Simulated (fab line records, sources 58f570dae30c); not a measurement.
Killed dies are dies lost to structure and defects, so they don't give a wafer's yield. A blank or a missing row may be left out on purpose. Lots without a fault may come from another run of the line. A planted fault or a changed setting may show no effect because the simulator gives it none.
fab line records | flow berkeley_cmos170
record lots=14 wafers=42 last_day=12
route steps=331 shown CONTACT@218 M2@286 M3@326
lots that met no fault: from a run of the same line without faults
start_h: hours from the record's first day to the start of the lot's first wafer shown | wait_h: hours since the lot's step before | " the same as in the row above | L1.1+2: a row that stands for several wafers | - no value, or no start given | * or withheld: withheld | < > ~ a bound
route shown NAME@n: a module of which the file shows steps, and the number in the route of the first | usual: mean/standard deviation of fault-free wafers | same: alike in all rows | chamber/n: place in a boat | sites: the reading at each site | _std_site: their standard deviation | _edge_site: outer sites' mean less inner sites' | radius_mm: how far each site lies from the wafer's centre | mask NAME#n: copy n | behind: the tool/chamber that last shaped the wafer | hold: why the lot was held/for how many hours/how that ended | device: the transistor (n, p or np) that didn't switch | end of line: the same wafers' tests at the end of the route | a step without rows: its recipe alone | killed: dies lost to structure and defects at the first sort, not the wafer's yield | map: a wafer's dies, x killed, . not, _ none there
set.NAME: the setting as run; set.NAME@STEP: as run at that earlier step | model.NAME: the simulator's own value behind a step, which no gauge read
steps of the route over a sample of lots; a table a step, a row a wafer
services: from which hour (start_h, from the record's first day; less than 0 if before it) a tool's chamber was out of use, for how many hours, and why
## steps
# step UCB170_CONTACT_THK_MEAS_02
# recipe reads=PSG_of_CONTACT_CVD_01
# usual CONTACT_PSG_THK=698/7.1
# columns lot.wafer tool chamber start_h wait_h CONTACT_PSG_THK[nm]
L850.2 film_metro-04 - 133.66 0.0 708
L850.3 " - " " 693
L850.6 " - " " 702
L849.1 film_metro-01 - 135.82 0.0 695
L849.2 " - " " 696
L849.5 " - " " 697
L852.4 film_metro-04 - 142.65 0.0 696
L852.5 " - " " 701
L852.6 " - " " 699
L854.1 film_metro-02 - 157.43 0.0 702
L854.2 " - " " 709
L854.5 " - " " 704
L857.3 film_metro-01 - 165.26 0.0 705
L857.4 " - " " 701
L857.6 " - " " 702
L855.1 film_metro-02 - 166.23 0.0 701
L855.2 " - " " 698
L855.6 " - " " 705
L856.3 film_metro-02 - 174.85 0.0 701
L856.4 " - " " 699
L856.5 " - " " 703
L859.1 film_metro-02 - 174.89 0.1 691
L859.2 " - " " 691
L859.5 " - " " 688
L864.1 film_metro-01 - 226.27 0.0 706
L864.2 " - " " 713
L864.4 " - " " 710
L866.3 film_metro-04 - 227.77 0.1 702
L866.4 " - " " 706
L866.5 " - " " 700
L869.1 film_metro-01 - 239.77 0.0 697
L869.2 " - " " 704
L869.6 " - " " 697
L870.2 film_metro-04 - 239.78 0.0 706
L870.4 " - " " 702
L870.5 " - " " 702
L872.1 film_metro-04 - 256.72 0.0 695
L872.2 " - " " 695
L872.3 " - " " 698
L871.2 film_metro-01 - 256.73 0.0 695
L871.4 " - " " 698
L871.6 " - " " 697
# step UCB170_M2_CD_MEAS_15
# recipe target_cd_nm=700
# usual cd_nm=700.4/1.3
# columns lot.wafer tool chamber start_h wait_h cd_nm
L850.2 cd_sem-02 - 147.94 - 699.3
L850.3 " - " " 700.2
L850.6 " - " " 699.0
L849.1 cd_sem-01 - 151.93 - 699.9
L849.2 " - " " 699.3
L849.5 " - " " 699.5
L852.4 cd_sem-01 - 159.40 - 698.7
L852.5 " - " " 700.1
L852.6 " - " " 699.1
L854.1 cd_sem-01 - 170.87 - 702.6
L854.2 " - " " 699.4
L854.5 " - " " 700.4
L855.1 cd_sem-01 - 179.24 - 700.9
L855.2 " - " " 700.1
L855.6 " - " " 699.9
L857.3 cd_sem-01 - 179.63 - 700.5
L857.4 " - " " 699.4
L857.6 " - " " 699.8
L856.3 cd_sem-01 - 189.38 - 699.9
L856.4 " - " " 700.3
L856.5 " - " " 700.2
L859.1 cd_sem-02 - 189.64 - 703.3
L859.2 " - " " 702.4
L859.5 " - " " 702.1
L864.1 cd_sem-01 - 239.53 - 701.3
L864.2 " - " " 700.1
L864.4 " - " " 701.7
L866.3 cd_sem-01 - 248.50 - 700.6
L866.4 " - " " 700.8
L866.5 " - " " 701.1
L870.2 cd_sem-01 - 255.80 - 697.5
L870.4 " - " " 698.9
L870.5 " - " " 698.9
L869.1 cd_sem-02 - 256.18 - 702.4
L869.2 " - " " 702.7
L869.6 " - " " 701.5
L872.1 cd_sem-02 - 270.32 - 700.6
L872.2 " - " " 701.1
L872.3 " - " " 700.5
L871.2 cd_sem-02 - 270.58 - 699.1
L871.4 " - " " 699.2
L871.6 " - " " 697.6
# step UCB170_M3_ETCH_17
# recipe chemistry=N2/H2 target_depth_a=withheld overetch_a=withheld target=BARC time_s=withheld source_w=500 bias_w=100 pressure_mtorr=30 n2_flow_sccm=100 h2_flow_sccm=200
# usual drypump_motor_current_A=5.6/0.51 oes_product_au=0.998/0.026 throttle_valve_pct=13.32/0.13
# columns lot.wafer tool chamber start_h wait_h drypump_motor_current_A oes_product_au throttle_valve_pct
L850.2 rie_diel-03 2 154.08 0.0 6.2 1.015 13.11
L850.3 " 3 " " 4.9 1.018 13.45
L850.6 " 3 " " 4.9 1.030 13.47
L849.1 rie_diel-03 2 158.19 0.0 6.2 1.015 13.10
L849.2 " 3 " " 4.9 1.015 13.47
L849.5 " 2 " " 6.2 1.020 13.11
L852.4 rie_diel-02 3 164.79 0.0 6.0 0.959 13.46
L852.5 " 1 " " 5.8 1.045 13.22
L852.6 " 0 " " 4.8 0.966 13.47
L854.1 rie_diel-03 1 176.68 0.0 6.0 0.979 13.31
L854.2 " 0 " " 5.5 0.991 13.34
L854.5 " 3 " " 4.9 1.029 13.49
L855.1 rie_diel-02 1 185.02 0.0 5.8 1.036 13.22
L855.2 " 0 " " 4.8 0.956 13.48
L855.6 " 1 " " 5.8 1.039 13.23
L857.3 rie_diel-03 2 185.31 0.0 6.2 1.005 13.14
L857.4 " 3 " " 4.9 1.016 13.46
L857.6 " 1 " " 6.0 0.991 13.31
L856.3 rie_diel-03 0 195.54 0.0 5.5 0.996 13.33
L856.4 " 3 " " 4.9 1.027 13.47
L856.5 " 2 " " 6.2 1.003 13.11
L859.1 rie_diel-01 2 195.78 0.0 5.6 0.958 13.44
L859.2 " 0 " " 6.5 0.995 13.30
L859.5 " 2 " " 5.6 0.968 13.46
L864.1 rie_diel-03 2 250.41 0.0 6.2 1.013 13.13
L864.2 " 3 " " 4.9 1.017 13.47
L864.4 " 0 " " 5.5 0.989 13.33
L866.3 rie_diel-03 2 256.21 0.0 6.1 1.008 13.11
L866.4 " 0 " " 5.4 1.006 13.34
L866.5 " 1 " " 6.0 0.988 13.31
L870.2 rie_diel-01 0 262.23 0.0 6.5 1.006 13.30
L870.4 " 1 " " 5.5 1.024 13.22
L870.5 " 2 " " 5.6 0.957 13.45
L869.1 rie_diel-02 0 262.81 0.0 4.8 0.959 13.50
L869.2 " 1 " " 5.8 1.041 13.21
L869.6 " 2 " " 4.9 1.002 13.08
L872.1 rie_diel-02 2 278.51 0.0 4.9 0.994 13.12
L872.2 " 1 " " 5.8 1.034 13.22
L872.3 " 3 " " 6.0 0.965 13.47
L871.2 rie_diel-03 3 279.56 0.0 4.9 1.020 13.46
L871.4 " 0 " " 5.5 0.990 13.36
L871.6 " 1 " " 6.0 0.983 13.29
# step UCB170_M3_METAL_ETCH_18
# recipe chemistry=Cl2/BCl3 target=Al stop_on=SiO2 pressure_mtorr=12 target_depth_a=11700 over_etch_frac=0.3 time_s=195 icp_w=600 bias_w=120 Cl2_flow_sccm=90 bcl3_flow_sccm=45
# usual drypump_motor_current_A=5.3/0.32 he_backside_leak_sccm=3.24/0.19 oes_product_au=0.868/0.012 throttle_valve_pct=24.30/0.18
# columns lot.wafer tool chamber start_h wait_h drypump_motor_current_A he_backside_leak_sccm oes_product_au rf_hours_counter_h throttle_valve_pct
L850.2 rie_metal-01 0 154.12 - 4.8 3.12 0.853 5 24.36
L850.3 " 0 " " 4.8 3.22 0.857 - 24.37
L850.6 " 0 " " 4.8 3.07 0.855 - 24.37
L849.1 rie_metal-01 0 158.23 - 4.8 3.11 0.853 5 24.38
L849.2 " 1 " " 5.3 3.12 0.868 8 24.57
L849.5 " 1 " " 5.3 3.13 0.873 - 24.60
L852.4 rie_metal-02 1 164.88 - 5.6 3.59 0.874 - 24.11
L852.5 " 1 " " 5.6 3.43 0.872 - 24.11
L852.6 " 0 " " 5.5 3.17 0.882 - 24.21
L854.1 rie_metal-01 0 176.72 - 4.8 3.06 0.853 6 24.36
L854.2 " 1 " " 5.3 3.19 0.880 9 24.59
L854.5 " 1 " " 5.3 3.23 0.873 - 24.60
L855.1 rie_metal-03 1 185.06 - 5.7 3.16 0.879 8 24.12
L855.2 " 0 " " 5.4 3.70 0.851 15 24.10
L855.6 " 1 " " 5.7 3.54 0.887 - 24.11
L857.3 rie_metal-02 1 185.42 - 5.7 3.30 0.871 - 24.11
L857.4 " 0 " " 5.5 3.32 0.799 - 24.23
L857.6 " 1 " " 5.7 3.40 0.860 - 24.13
L856.3 rie_metal-03 0 195.64 - 5.4 3.42 0.856 - 24.10
L856.4 " 1 " " 5.7 3.53 0.890 - 24.13
L856.5 " 1 " " 5.7 3.24 0.890 - 24.12
L859.1 rie_metal-02 0 195.82 - 5.4 3.28 0.815 5 24.23
L859.2 " 1 " " 5.6 3.53 0.872 12 24.11
L859.5 " 1 " " 5.7 3.64 0.868 - 24.12
L864.1 rie_metal-03 0 250.45 - 5.3 3.64 0.860 16 24.10
L864.2 " 1 " " 5.7 3.69 0.889 9 24.12
L864.4 " 0 " " 5.4 3.68 0.858 - 24.11
L866.3 rie_metal-01 0 256.32 - 4.8 3.03 0.866 - 24.38
L866.4 " 1 " " 5.3 3.23 0.880 - 24.59
L866.5 " 0 " " 4.8 3.05 0.860 - 24.36
L870.2 rie_metal-01 0 262.28 - 4.8 3.03 0.871 8 24.37
L870.4 " 0 " " 4.8 3.11 0.861 - 24.36
L870.5 " 1 " " 5.3 3.15 0.881 - 24.59
L869.1 rie_metal-02 1 262.85 - 5.6 3.32 0.871 13 24.11
L869.2 " 0 " " 5.5 3.26 0.859 6 24.19
L869.6 " 0 " " 5.5 3.20 0.869 - 24.20
L872.1 rie_metal-02 1 278.55 - 5.7 3.35 0.872 13 24.11
L872.2 " 0 " " 5.4 3.13 0.874 7 24.20
L872.3 " 1 " " 5.6 3.40 0.879 - 24.11
L871.2 rie_metal-01 0 279.60 - 4.8 3.00 0.856 8 24.37
L871.4 " 0 " " 4.8 3.12 0.854 - 24.38
L871.6 " 1 " " 5.3 3.05 0.878 - 24.60
# step UCB170_M3_STRIP_19
# recipe chemistry=O2 power_w=400 pressure_mtorr=3500 platen_temp_c=withheld o2_flow_sccm=400 overash_fraction=0.5
# usual drypump_motor_current_A=5.8/0.49 oes_product_au=0.531/0.016
# same overash_fraction=0.5
# columns lot.wafer tool chamber start_h wait_h drypump_motor_current_A oes_product_au rf_hours_counter_h
L850.2 plasma_asher-01 0 154.31 0.1 6.6 0.529 5
L850.3 " 0 " " 6.6 0.521 -
L850.6 " 0 " " 6.6 0.532 -
L849.1 plasma_asher-03 0 158.42 0.1 6.0 0.519 47
L849.2 " 1 " " 5.7 0.522 47
L849.5 " 1 " " 5.7 0.520 -
L852.4 plasma_asher-01 1 165.04 0.1 5.6 0.500 -
L852.5 " 0 " " 6.5 0.497 -
L852.6 " 1 " " 5.6 0.536 -
L854.1 plasma_asher-04 0 176.91 0.1 5.9 0.526 47
L854.2 " 1 " " 4.8 0.527 47
L854.5 " 0 " " 5.9 0.524 -
L855.1 plasma_asher-03 0 185.25 0.1 6.1 0.560 50
L855.2 " 1 " " 5.7 0.535 50
L855.6 " 1 " " 5.7 0.563 -
L857.3 plasma_asher-01 1 185.57 0.1 5.6 0.529 -
L857.4 " 0 " " 6.6 0.727 -
L857.6 " 0 " " 6.5 0.515 -
L856.3 plasma_asher-04 1 195.80 0.1 4.8 0.528 -
L856.4 " 0 " " 5.9 0.550 -
L856.5 " 0 " " 5.9 0.552 -
L859.1 plasma_asher-03 1 196.01 0.1 5.7 0.727 51
L859.2 " 0 " " 6.1 0.511 51
L859.5 " 0 " " 6.1 0.507 -
L864.1 plasma_asher-03 0 250.64 0.1 6.0 0.546 56
L864.2 " 1 " " 5.7 0.552 56
L864.4 " 0 " " 6.0 0.524 -
L866.3 plasma_asher-03 0 256.47 0.1 6.0 0.517 -
L866.4 " 1 " " 5.7 0.528 -
L866.5 " 0 " " 6.0 0.520 -
L870.2 plasma_asher-01 0 262.46 0.1 6.6 0.535 16
L870.4 " 1 " " 5.6 0.534 -
L870.5 " 1 " " 5.6 0.539 -
L869.1 plasma_asher-01 1 263.04 0.1 5.6 0.500 16
L869.2 " 0 " " 6.5 0.543 16
L869.6 " 1 " " 5.6 0.540 -
L872.1 plasma_asher-04 0 278.74 0.1 5.9 0.518 57
L872.2 " 1 " " 4.8 0.542 57
L872.3 " 1 " " 4.8 0.516 -
L871.2 plasma_asher-03 0 279.79 0.1 6.1 0.519 60
L871.4 " 0 " " 6.0 0.532 -
L871.6 " 0 " " 6.0 0.528 -
# step UCB170_M3_CD_MEAS_90
# recipe target_cd_nm=700
# usual cd_nm=700/3.3
# columns lot.wafer tool chamber start_h wait_h cd_nm
L850.2 cd_sem-01 - 154.49 0.2 697
L850.3 " - " " 696
L850.6 " - " " 695
L849.1 cd_sem-01 - 158.62 0.2 697
L849.2 " - " " 704
L849.5 " - " " 699
L852.4 cd_sem-01 - 165.16 0.1 705
L852.5 " - " " 705
L852.6 " - " " 705
L854.1 cd_sem-02 - 177.01 0.1 697
L854.2 " - " " 700
L854.5 " - " " 700
L855.1 cd_sem-02 - 185.35 0.1 700
L855.2 " - " " 703
L855.6 " - " " 696
L857.3 cd_sem-02 - 185.68 0.1 701
L857.4 " - " " 712
L857.6 " - " " 701
L856.3 cd_sem-01 - 195.92 0.1 704
L856.4 " - " " 702
L856.5 " - " " 699
L859.1 cd_sem-02 - 196.11 0.1 715
L859.2 " - " " 703
L859.5 " - " " 702
L864.1 cd_sem-01 - 250.74 0.1 702
L864.2 " - " " 702
L864.4 " - " " 702
L866.3 cd_sem-02 - 256.58 0.1 696
L866.4 " - " " 700
L866.5 " - " " 697
L870.2 cd_sem-01 - 262.58 0.1 701
L870.4 " - " " 702
L870.5 " - " " 702
L869.1 cd_sem-02 - 263.14 0.1 701
L869.2 " - " " 703
L869.6 " - " " 701
L872.1 cd_sem-02 - 278.84 0.1 697
L872.2 " - " " 695
L872.3 " - " " 698
L871.2 cd_sem-02 - 279.91 0.1 695
L871.4 " - " " 696
L871.6 " - " " 698
## services
# columns tool chamber start_h hours kind
plasma_asher-04 - 131.65 1.8 repair
rie_diel-03 1 140.91 - clean
rie_diel-03 1 140.91 22.5 scheduled_down
rie_diel-03 1 140.91 22.5 vent_cycle
rie_diel-02 2 150.33 22.4 repair
rie_diel-02 1 156.60 2.7 repair
rie_diel-03 2 163.41 - clean
rie_diel-03 2 163.41 20.3 scheduled_down
rie_diel-03 2 163.41 20.3 vent_cycle
rie_diel-03 0 183.93 8.8 repair
rie_metal-01 - 197.57 2.8 pm
plasma_asher-03 - 199.30 2.3 repair
rie_metal-02 1 199.73 9.6 repair
rie_diel-01 3 201.17 7.2 repair
rie_metal-03 1 256.26 1.2 repair
rie_diel-02 3 261.05 14.8 repair
rie_diel-01 3 264.54 - clean
rie_metal-03 0 267.18 - clean
plasma_asher-01 - 272.37 2.8 pm
plasma_asher-04 - 277.16 0.8 repair
## key
first_sign step=UCB170_M3_METAL_ETCH_18 reading=oes_product_au direction=down sigmas=5.2 usual=0.868 struck=0.807
effect step=UCB170_M3_STRIP_19 reading=oes_product_au direction=up sigmas=12 usual=0.531 struck=0.727
effect step=UCB170_M3_CD_MEAS_90 reading=cd_nm direction=up sigmas=4.1 usual=700 struck=714
met_at UCB170_M3_METAL_ETCH_18
struck_lots L857,L859
struck_wafers L857.4,L859.1
later_rows_left_out L857.4,L859.1
sort_left_out L857.4,L859.1
not_acting_at UCB170_CONTACT_THK_MEAS_02,UCB170_M2_CD_MEAS_15,UCB170_M3_ETCH_17
onset_between 164.88 185.42
fault kind=process_parameter_drift tool=rie_metal-02 chamber=0 onset_h=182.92 steps=UCB170_M3_METAL_ETCH_18 channel=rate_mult offset=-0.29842 shape=step end_h=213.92
# sort_left_out: the simulated sort isn't trusted on such a fault, so these wafers' sort isn't shown, and their yield isn't known
# later_rows_left_out: the simulator's readings of these wafers behind a module that went badly wrong aren't trusted and aren't shown, but for the sort
